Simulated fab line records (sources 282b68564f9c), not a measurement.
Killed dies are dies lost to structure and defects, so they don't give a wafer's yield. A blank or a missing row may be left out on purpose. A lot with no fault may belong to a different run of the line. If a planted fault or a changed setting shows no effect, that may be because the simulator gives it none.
fab line records || flow rit-cmos
record: {"lots": 12, "wafers": 36, "last-day": 7}
route steps=202 shown SPACER@128
lots that met no fault: taken from a fault-free run of the same line
start-h: the number of hours between the record's first day and the start of the first shown wafer of the lot || wait-h: time in hours since the lot's previous step || " as in the row above || L1.1+2: a row that stands for several wafers || - either no value or no given start || * or withheld: withheld || < > ~ a bound
route shown NAME@n: NAME is a module with steps in the file, n the number in the route of the first one || usual: mean/standard deviation taken from wafers without a fault || same: alike in all rows || chamber/n: place in a boat || sites: the reading at each site || _std_site: the standard deviation of these || _edge_site: mean of outer sites minus mean of inner sites || radius-mm: how far each site lies from the wafer's centre || mask NAME#n: copy n || behind: tool/chamber where the wafer was last shaped || hold: what put the lot on hold/how long, in hours/how the hold closed || device: the transistor (n, p or np) that didn't switch || end of line: tests run on the same wafers once the route is complete || for a step that has no rows: nothing shown but its recipe || killed: dies that structure and defects cost at the first sort, which is not the same as the wafer's yield || map: dies across one wafer; x = killed, . = not, _ = none there
set.NAME: setting as actually run; set.NAME@STEP: the setting as run at that earlier step || model.NAME: the simulator's own value behind a step, which no gauge read
one table for each step of the route and one row for each wafer, over a sample of lots
services: the hour from which a tool's chamber was out of use, counted from the record's first day as start-h (under 0 if before that day), plus the number of hours and why
== steps ==
step: RIT_SPACER_CVD_03
recipe: {"material": "Si3N4", "target-thk-nm": 250, "temp-c": 810, "precursor": "SiH2Cl2/NH3", "time-s": 3300, "pressure-mtorr": 300, "sih2cl2-flow-sccm": 60, "nh3-flow-sccm": 150}
usual: {"pressure-mtorr": "299.9/0.51", "zone-power-centre-pct": "37.4/2.8"}
{"lot.wafer": "L694.3", "tool": "lpcvd-01", "chamber": 1, "start-h": 43.99, "wait-h": 0.0, "pressure-mtorr": 299.9, "zone-power-centre-pct": 32.3}
{"lot.wafer": "L694.4", "tool": "lpcvd-01", "chamber": 1, "start-h": 43.99, "wait-h": 0.0, "pressure-mtorr": 298.9, "zone-power-centre-pct": 32.4}
{"lot.wafer": "L694.5", "tool": "lpcvd-01", "chamber": 1, "start-h": 43.99, "wait-h": 0.0, "pressure-mtorr": 299.8, "zone-power-centre-pct": 32.4}
{"lot.wafer": "L695.1", "tool": "lpcvd-02", "chamber": 1, "start-h": 49.96, "wait-h": 0.0, "pressure-mtorr": 300.2, "zone-power-centre-pct": 36.5}
{"lot.wafer": "L695.5", "tool": "lpcvd-02", "chamber": 1, "start-h": 49.96, "wait-h": 0.0, "pressure-mtorr": 300.1, "zone-power-centre-pct": 37.5}
{"lot.wafer": "L695.6", "tool": "lpcvd-02", "chamber": 1, "start-h": 49.96, "wait-h": 0.0, "pressure-mtorr": 300.3, "zone-power-centre-pct": 36.9}
{"lot.wafer": "L696.1", "tool": "lpcvd-02", "chamber": 0, "start-h": 55.31, "wait-h": 0.0, "pressure-mtorr": 300.5, "zone-power-centre-pct": 39.7}
{"lot.wafer": "L696.4", "tool": "lpcvd-02", "chamber": 0, "start-h": 55.31, "wait-h": 0.0, "pressure-mtorr": 300.1, "zone-power-centre-pct": 40.2}
{"lot.wafer": "L696.5", "tool": "lpcvd-02", "chamber": 0, "start-h": 55.31, "wait-h": 0.0, "pressure-mtorr": 300.3, "zone-power-centre-pct": 39.9}
{"lot.wafer": "L703.1", "tool": "lpcvd-01", "chamber": 0, "start-h": 92.99, "wait-h": 0.0, "pressure-mtorr": 299.9, "zone-power-centre-pct": 39.1}
{"lot.wafer": "L703.5", "tool": "lpcvd-01", "chamber": 0, "start-h": 92.99, "wait-h": 0.0, "pressure-mtorr": 299.8, "zone-power-centre-pct": 39.3}
{"lot.wafer": "L703.6", "tool": "lpcvd-01", "chamber": 0, "start-h": 92.99, "wait-h": 0.0, "pressure-mtorr": 299.4, "zone-power-centre-pct": 39.0}
{"lot.wafer": "L706.1", "tool": "lpcvd-01", "chamber": 0, "start-h": 107.58, "wait-h": 0.2, "pressure-mtorr": 359.1, "zone-power-centre-pct": 39.1}
{"lot.wafer": "L706.4", "tool": "lpcvd-01", "chamber": 0, "start-h": 107.58, "wait-h": 0.2, "pressure-mtorr": 360.0, "zone-power-centre-pct": 39.2}
{"lot.wafer": "L706.5", "tool": "lpcvd-01", "chamber": 0, "start-h": 107.58, "wait-h": 0.2, "pressure-mtorr": 359.3, "zone-power-centre-pct": 39.1}
{"lot.wafer": "L707.2", "tool": "lpcvd-02", "chamber": 1, "start-h": 116.72, "wait-h": 0.9, "pressure-mtorr": 299.7, "zone-power-centre-pct": 37.9}
{"lot.wafer": "L707.3", "tool": "lpcvd-02", "chamber": 1, "start-h": 116.72, "wait-h": 0.9, "pressure-mtorr": 300.0, "zone-power-centre-pct": 36.8}
{"lot.wafer": "L707.4", "tool": "lpcvd-02", "chamber": 1, "start-h": 116.72, "wait-h": 0.9, "pressure-mtorr": 300.4, "zone-power-centre-pct": 37.5}
{"lot.wafer": "L710.1", "tool": "lpcvd-02", "chamber": 0, "start-h": 125.46, "wait-h": 0.0, "pressure-mtorr": 299.2, "zone-power-centre-pct": 39.7}
{"lot.wafer": "L710.3", "tool": "lpcvd-02", "chamber": 0, "start-h": 125.46, "wait-h": 0.0, "pressure-mtorr": 299.4, "zone-power-centre-pct": 40.1}
{"lot.wafer": "L710.4", "tool": "lpcvd-02", "chamber": 0, "start-h": 125.46, "wait-h": 0.0, "pressure-mtorr": 299.7, "zone-power-centre-pct": 40.4}
{"lot.wafer": "L711.2", "tool": "lpcvd-02", "chamber": 0, "start-h": 128.95, "wait-h": 0.0, "pressure-mtorr": 300.2, "zone-power-centre-pct": 39.9}
{"lot.wafer": "L711.3", "tool": "lpcvd-02", "chamber": 0, "start-h": 128.95, "wait-h": 0.0, "pressure-mtorr": 300.5, "zone-power-centre-pct": 40.4}
{"lot.wafer": "L711.5", "tool": "lpcvd-02", "chamber": 0, "start-h": 128.95, "wait-h": 0.0, "pressure-mtorr": 300.3, "zone-power-centre-pct": 40.0}
{"lot.wafer": "L712.2", "tool": "lpcvd-02", "chamber": 1, "start-h": 134.09, "wait-h": 0.0, "pressure-mtorr": 299.3, "zone-power-centre-pct": 36.9}
{"lot.wafer": "L712.3", "tool": "lpcvd-02", "chamber": 1, "start-h": 134.09, "wait-h": 0.0, "pressure-mtorr": 299.9, "zone-power-centre-pct": 37.3}
{"lot.wafer": "L712.6", "tool": "lpcvd-02", "chamber": 1, "start-h": 134.09, "wait-h": 0.0, "pressure-mtorr": 300.7, "zone-power-centre-pct": 37.5}
{"lot.wafer": "L713.1", "tool": "lpcvd-02", "chamber": 0, "start-h": 140.23, "wait-h": 0.0, "pressure-mtorr": 300.1, "zone-power-centre-pct": 40.0}
{"lot.wafer": "L713.4", "tool": "lpcvd-02", "chamber": 0, "start-h": 140.23, "wait-h": 0.0, "pressure-mtorr": 300.4, "zone-power-centre-pct": 40.0}
{"lot.wafer": "L713.6", "tool": "lpcvd-02", "chamber": 0, "start-h": 140.23, "wait-h": 0.0, "pressure-mtorr": 300.1, "zone-power-centre-pct": 40.5}
{"lot.wafer": "L715.1", "tool": "lpcvd-02", "chamber": 0, "start-h": 150.62, "wait-h": 0.0, "pressure-mtorr": 299.3, "zone-power-centre-pct": 40.2}
{"lot.wafer": "L715.5", "tool": "lpcvd-02", "chamber": 0, "start-h": 150.62, "wait-h": 0.0, "pressure-mtorr": 299.2, "zone-power-centre-pct": 39.8}
{"lot.wafer": "L715.6", "tool": "lpcvd-02", "chamber": 0, "start-h": 150.62, "wait-h": 0.0, "pressure-mtorr": 300.0, "zone-power-centre-pct": 39.9}
{"lot.wafer": "L716.1", "tool": "lpcvd-02", "chamber": 0, "start-h": 153.36, "wait-h": 0.0, "pressure-mtorr": 299.8, "zone-power-centre-pct": 38.9}
{"lot.wafer": "L716.2", "tool": "lpcvd-02", "chamber": 0, "start-h": 153.36, "wait-h": 0.0, "pressure-mtorr": 299.4, "zone-power-centre-pct": 39.7}
{"lot.wafer": "L716.6", "tool": "lpcvd-02", "chamber": 0, "start-h": 153.36, "wait-h": 0.0, "pressure-mtorr": 299.7, "zone-power-centre-pct": 39.1}
step: RIT_SPACER_THK_MEAS_04
recipe: {"reads": "Si3N4_of_SPACER_CVD_03"}
usual: {"SPACER_NITRIDE_THK": "249.6/2.2"}
{"lot.wafer": "L694.3", "tool": "film-metro-01", "chamber": "-", "start-h": 45.93, "wait-h": 0.0, "SPACER_NITRIDE_THK[nm]": 246.7}
{"lot.wafer": "L694.4", "tool": "film-metro-01", "chamber": "-", "start-h": 45.93, "wait-h": 0.0, "SPACER_NITRIDE_THK[nm]": 247.1}
{"lot.wafer": "L694.5", "tool": "film-metro-01", "chamber": "-", "start-h": 45.93, "wait-h": 0.0, "SPACER_NITRIDE_THK[nm]": 249.3}
{"lot.wafer": "L695.1", "tool": "film-metro-04", "chamber": "-", "start-h": 51.88, "wait-h": 0.0, "SPACER_NITRIDE_THK[nm]": 251.8}
{"lot.wafer": "L695.5", "tool": "film-metro-04", "chamber": "-", "start-h": 51.88, "wait-h": 0.0, "SPACER_NITRIDE_THK[nm]": 252.8}
{"lot.wafer": "L695.6", "tool": "film-metro-04", "chamber": "-", "start-h": 51.88, "wait-h": 0.0, "SPACER_NITRIDE_THK[nm]": 250.5}
{"lot.wafer": "L696.1", "tool": "film-metro-01", "chamber": "-", "start-h": 57.22, "wait-h": 0.0, "SPACER_NITRIDE_THK[nm]": 247.0}
{"lot.wafer": "L696.4", "tool": "film-metro-01", "chamber": "-", "start-h": 57.22, "wait-h": 0.0, "SPACER_NITRIDE_THK[nm]": 249.1}
{"lot.wafer": "L696.5", "tool": "film-metro-01", "chamber": "-", "start-h": 57.22, "wait-h": 0.0, "SPACER_NITRIDE_THK[nm]": 247.1}
{"lot.wafer": "L703.1", "tool": "film-metro-01", "chamber": "-", "start-h": 95.86, "wait-h": 0.0, "SPACER_NITRIDE_THK[nm]": 245.5}
{"lot.wafer": "L703.5", "tool": "film-metro-01", "chamber": "-", "start-h": 95.86, "wait-h": 0.0, "SPACER_NITRIDE_THK[nm]": 246.0}
{"lot.wafer": "L703.6", "tool": "film-metro-01", "chamber": "-", "start-h": 95.86, "wait-h": 0.0, "SPACER_NITRIDE_THK[nm]": 245.8}
{"lot.wafer": "L706.1", "tool": "film-metro-01", "chamber": "-", "start-h": 109.50, "wait-h": 0.0, "SPACER_NITRIDE_THK[nm]": 258.8}
{"lot.wafer": "L706.4", "tool": "film-metro-01", "chamber": "-", "start-h": 109.50, "wait-h": 0.0, "SPACER_NITRIDE_THK[nm]": 260.1}
{"lot.wafer": "L706.5", "tool": "film-metro-01", "chamber": "-", "start-h": 109.50, "wait-h": 0.0, "SPACER_NITRIDE_THK[nm]": 260.9}
{"lot.wafer": "L707.2", "tool": "film-metro-03", "chamber": "-", "start-h": 118.65, "wait-h": 0.0, "SPACER_NITRIDE_THK[nm]": 250.5}
{"lot.wafer": "L707.3", "tool": "film-metro-03", "chamber": "-", "start-h": 118.65, "wait-h": 0.0, "SPACER_NITRIDE_THK[nm]": 248.7}
{"lot.wafer": "L707.4", "tool": "film-metro-03", "chamber": "-", "start-h": 118.65, "wait-h": 0.0, "SPACER_NITRIDE_THK[nm]": 250.3}
{"lot.wafer": "L710.1", "tool": "film-metro-03", "chamber": "-", "start-h": 127.38, "wait-h": 0.0, "SPACER_NITRIDE_THK[nm]": 249.0}
{"lot.wafer": "L710.3", "tool": "film-metro-03", "chamber": "-", "start-h": 127.38, "wait-h": 0.0, "SPACER_NITRIDE_THK[nm]": 250.8}
{"lot.wafer": "L710.4", "tool": "film-metro-03", "chamber": "-", "start-h": 127.38, "wait-h": 0.0, "SPACER_NITRIDE_THK[nm]": 248.8}
{"lot.wafer": "L711.2", "tool": "film-metro-03", "chamber": "-", "start-h": 130.87, "wait-h": 0.0, "SPACER_NITRIDE_THK[nm]": 251.4}
{"lot.wafer": "L711.3", "tool": "film-metro-03", "chamber": "-", "start-h": 130.87, "wait-h": 0.0, "SPACER_NITRIDE_THK[nm]": 251.4}
{"lot.wafer": "L711.5", "tool": "film-metro-03", "chamber": "-", "start-h": 130.87, "wait-h": 0.0, "SPACER_NITRIDE_THK[nm]": 250.1}
{"lot.wafer": "L712.2", "tool": "film-metro-03", "chamber": "-", "start-h": 136.01, "wait-h": 0.0, "SPACER_NITRIDE_THK[nm]": 250.8}
{"lot.wafer": "L712.3", "tool": "film-metro-03", "chamber": "-", "start-h": 136.01, "wait-h": 0.0, "SPACER_NITRIDE_THK[nm]": 251.8}
{"lot.wafer": "L712.6", "tool": "film-metro-03", "chamber": "-", "start-h": 136.01, "wait-h": 0.0, "SPACER_NITRIDE_THK[nm]": 251.7}
{"lot.wafer": "L713.1", "tool": "film-metro-03", "chamber": "-", "start-h": 142.15, "wait-h": 0.0, "SPACER_NITRIDE_THK[nm]": 250.2}
{"lot.wafer": "L713.4", "tool": "film-metro-03", "chamber": "-", "start-h": 142.15, "wait-h": 0.0, "SPACER_NITRIDE_THK[nm]": 251.7}
{"lot.wafer": "L713.6", "tool": "film-metro-03", "chamber": "-", "start-h": 142.15, "wait-h": 0.0, "SPACER_NITRIDE_THK[nm]": 249.7}
{"lot.wafer": "L715.1", "tool": "film-metro-04", "chamber": "-", "start-h": 152.54, "wait-h": 0.0, "SPACER_NITRIDE_THK[nm]": 250.6}
{"lot.wafer": "L715.5", "tool": "film-metro-04", "chamber": "-", "start-h": 152.54, "wait-h": 0.0, "SPACER_NITRIDE_THK[nm]": 250.2}
{"lot.wafer": "L715.6", "tool": "film-metro-04", "chamber": "-", "start-h": 152.54, "wait-h": 0.0, "SPACER_NITRIDE_THK[nm]": 249.6}
{"lot.wafer": "L716.1", "tool": "film-metro-04", "chamber": "-", "start-h": 155.28, "wait-h": 0.0, "SPACER_NITRIDE_THK[nm]": 253.6}
{"lot.wafer": "L716.2", "tool": "film-metro-04", "chamber": "-", "start-h": 155.28, "wait-h": 0.0, "SPACER_NITRIDE_THK[nm]": 253.7}
{"lot.wafer": "L716.6", "tool": "film-metro-04", "chamber": "-", "start-h": 155.28, "wait-h": 0.0, "SPACER_NITRIDE_THK[nm]": 251.2}
== services ==
{"tool": "lpcvd-02", "chamber": "-", "start-h": 100.66, "hours": 6.1, "kind": "pm"}
== key ==
first-sign: {"step": "RIT_SPACER_CVD_03", "reading": "pressure-mtorr", "direction": "up", "sigmas": "99+", "usual": 299.9, "struck": 359.5}
effect: {"step": "RIT_SPACER_THK_MEAS_04", "reading": "SPACER_NITRIDE_THK", "direction": "up", "sigmas": 4.7, "usual": 249.6, "struck": 260.0}
met-at RIT_SPACER_CVD_03
struck-lots L706
struck-wafers L706.1,L706.4,L706.5
tester-left-out L706
onset-between 92.99 107.58
fault: {"kind": "process-parameter-drift", "tool": "lpcvd-01", "chamber": 0, "onset-h": 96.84, "steps": "RIT_SPACER_CVD_03", "channel": "pressure-mtorr", "offset": 60, "shape": "step", "end-h": 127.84, "acts-in": "these-recipes-only", "stated": 300}
tester-left-out: of these lots the tester's yield and bins aren't shown, on N5 and GAA mostly nor the transistor test; their killed dies are dies lost to structure and defects alone, not to doping, threshold or leakage, so they don't give the yield
